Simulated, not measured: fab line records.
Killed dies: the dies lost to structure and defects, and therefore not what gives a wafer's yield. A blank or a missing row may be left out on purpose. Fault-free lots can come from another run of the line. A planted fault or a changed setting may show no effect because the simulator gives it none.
Check of tool commonality :: flow berkeleyCmos170 :: 13 lots, 39 wafers sampled

## REASON FOR OPENING
UCB170_GATE_THK_MEAS_05, reading GATE_POLY_THK: flagged on 1 of 13 lots. Fault-free wafers read 214.1 nm, with a standard deviation of 2.4.
Rule: a lot gets a flag if all its wafers with a number sit over 4 standard deviations from that mean, or if no wafer of it has a number. The other lots count as sound.

lot: L681
measured: day 6 20:16
on: filmMetro-01
GATE_POLY_THK (nm), wafer by wafer: 214.6 215.5 214.6
flag: 

lot: L682
measured: day 7 18:58
on: filmMetro-03
GATE_POLY_THK (nm), wafer by wafer: 215.5 213.5 213.9
flag: 

lot: L683
measured: day 7 18:58
on: filmMetro-01
GATE_POLY_THK (nm), wafer by wafer: 218.5 215.7 214.8
flag: 

lot: L684
measured: day 7 18:58
on: filmMetro-02
GATE_POLY_THK (nm), wafer by wafer: 215.4 215.5 214.3
flag: 

lot: L685
measured: day 8 14:58
on: filmMetro-01
GATE_POLY_THK (nm), wafer by wafer: 216.7 215.5 215.2
flag: 

lot: L686
measured: day 8 15:05
on: filmMetro-01
GATE_POLY_THK (nm), wafer by wafer: 215.3 214.4 213.7
flag: 

lot: L691
measured: day 9 14:30
on: filmMetro-02
GATE_POLY_THK (nm), wafer by wafer: 339.7 339.7 338.3
flag: FLAGGED

lot: L695
measured: day 10 15:01
on: filmMetro-02
GATE_POLY_THK (nm), wafer by wafer: 210.5 210.4 210.8
flag: 

lot: L696
measured: day 10 15:01
on: filmMetro-03
GATE_POLY_THK (nm), wafer by wafer: 213.7 214.7 213.5
flag: 

lot: L697
measured: day 10 15:02
on: filmMetro-01
GATE_POLY_THK (nm), wafer by wafer: 214.4 215.9 216.9
flag: 

lot: L703
measured: day 11 12:08
on: filmMetro-01
GATE_POLY_THK (nm), wafer by wafer: 214.5 215.7 216.5
flag: 

lot: L702
measured: day 11 12:10
on: filmMetro-03
GATE_POLY_THK (nm), wafer by wafer: 216.8 216.1 216.5
flag: 

lot: L704
measured: day 11 12:12
on: filmMetro-01
GATE_POLY_THK (nm), wafer by wafer: 217.5 217.0 217.2
flag: 
The mean of the flagged lots' numbers is 339.2 nm, +125.1 nm from the usual (+52 standard deviations).

## TOOL THAT RAN EACH LOT
The record keeps 1 process step preceding the reading, out of 331 steps on the route. Every cell lists first the tool, next ch and the chambers used by the sampled wafers, and last the start.
lot: L681
flag: 
UCB170_GATE_CVD_04: lpcvd-02 ch 1, day 6 18:51

lot: L682
flag: 
UCB170_GATE_CVD_04: lpcvd-01 ch 0, day 7 17:34

lot: L683
flag: 
UCB170_GATE_CVD_04: lpcvd-01 ch 1, day 7 17:34

lot: L684
flag: 
UCB170_GATE_CVD_04: lpcvd-01 ch 0, day 7 17:34

lot: L685
flag: 
UCB170_GATE_CVD_04: lpcvd-02 ch 0, day 8 13:33

lot: L686
flag: 
UCB170_GATE_CVD_04: lpcvd-02 ch 1, day 8 13:33

lot: L691
flag: FLAGGED
UCB170_GATE_CVD_04: lpcvd-01 ch 0, day 9 13:06

lot: L695
flag: 
UCB170_GATE_CVD_04: lpcvd-02 ch 0, day 10 13:37

lot: L696
flag: 
UCB170_GATE_CVD_04: lpcvd-02 ch 1, day 10 13:37

lot: L697
flag: 
UCB170_GATE_CVD_04: lpcvd-02 ch 0, day 10 13:37

lot: L703
flag: 
UCB170_GATE_CVD_04: lpcvd-02 ch 1, day 11 10:43

lot: L702
flag: 
UCB170_GATE_CVD_04: lpcvd-02 ch 0, day 11 10:43

lot: L704
flag: 
UCB170_GATE_CVD_04: lpcvd-02 ch 0, day 11 10:43
What these steps do:
- UCB170_GATE_CVD_04: deposits poly-Si from SiH4, time 1440 s, target thk 214 nm.
- UCB170_GATE_THK_MEAS_05

## FLAGGED OVER TOTAL, TOOL BY TOOL (the gauges that took the reading come last)
step: UCB170_GATE_CVD_04
tool: lpcvd-01
lots run: 4
flagged: 1
share of the flagged lots: all
sound lots run after its first flagged lot: 0

step: UCB170_GATE_CVD_04
tool: lpcvd-02
lots run: 9
flagged: 0
share of the flagged lots: none
sound lots run after its first flagged lot: -

step: UCB170_GATE_THK_MEAS_05
tool: filmMetro-01
lots run: 7
flagged: 0
share of the flagged lots: none
sound lots run after its first flagged lot: -

step: UCB170_GATE_THK_MEAS_05
tool: filmMetro-02
lots run: 3
flagged: 1
share of the flagged lots: all
sound lots run after its first flagged lot: 1 (L695)

step: UCB170_GATE_THK_MEAS_05
tool: filmMetro-03
lots run: 3
flagged: 0
share of the flagged lots: none
sound lots run after its first flagged lot: -

## WHAT THE TABLE PERMITS
Rows of the table that ran all the flagged lots, 2 in number: lpcvd-01 at UCB170_GATE_CVD_04; filmMetro-02 at UCB170_GATE_THK_MEAS_05.
- lpcvd-01 at UCB170_GATE_CVD_04: 1 of its 4 lots flagged. A fault beginning between L682 (day 7 17:34), its last sound lot, and L691 (day 9 13:06), its first flagged one, fits the data. Its own readings (spikeTcCentreC, spikeTcLoadC, spikeTcSourceC) fall more than 4 standard deviations out on all wafers of the flagged lots.
- filmMetro-02 at UCB170_GATE_THK_MEAS_05: 1 of its 3 lots flagged. Lots that were sound ran on it after the first flagged one (L695); a persistent fault on the entire tool would not allow that.
lpcvd-01 at UCB170_GATE_CVD_04 is the single tool remaining.

## WHAT THE SIMULATOR HAD INSERTED
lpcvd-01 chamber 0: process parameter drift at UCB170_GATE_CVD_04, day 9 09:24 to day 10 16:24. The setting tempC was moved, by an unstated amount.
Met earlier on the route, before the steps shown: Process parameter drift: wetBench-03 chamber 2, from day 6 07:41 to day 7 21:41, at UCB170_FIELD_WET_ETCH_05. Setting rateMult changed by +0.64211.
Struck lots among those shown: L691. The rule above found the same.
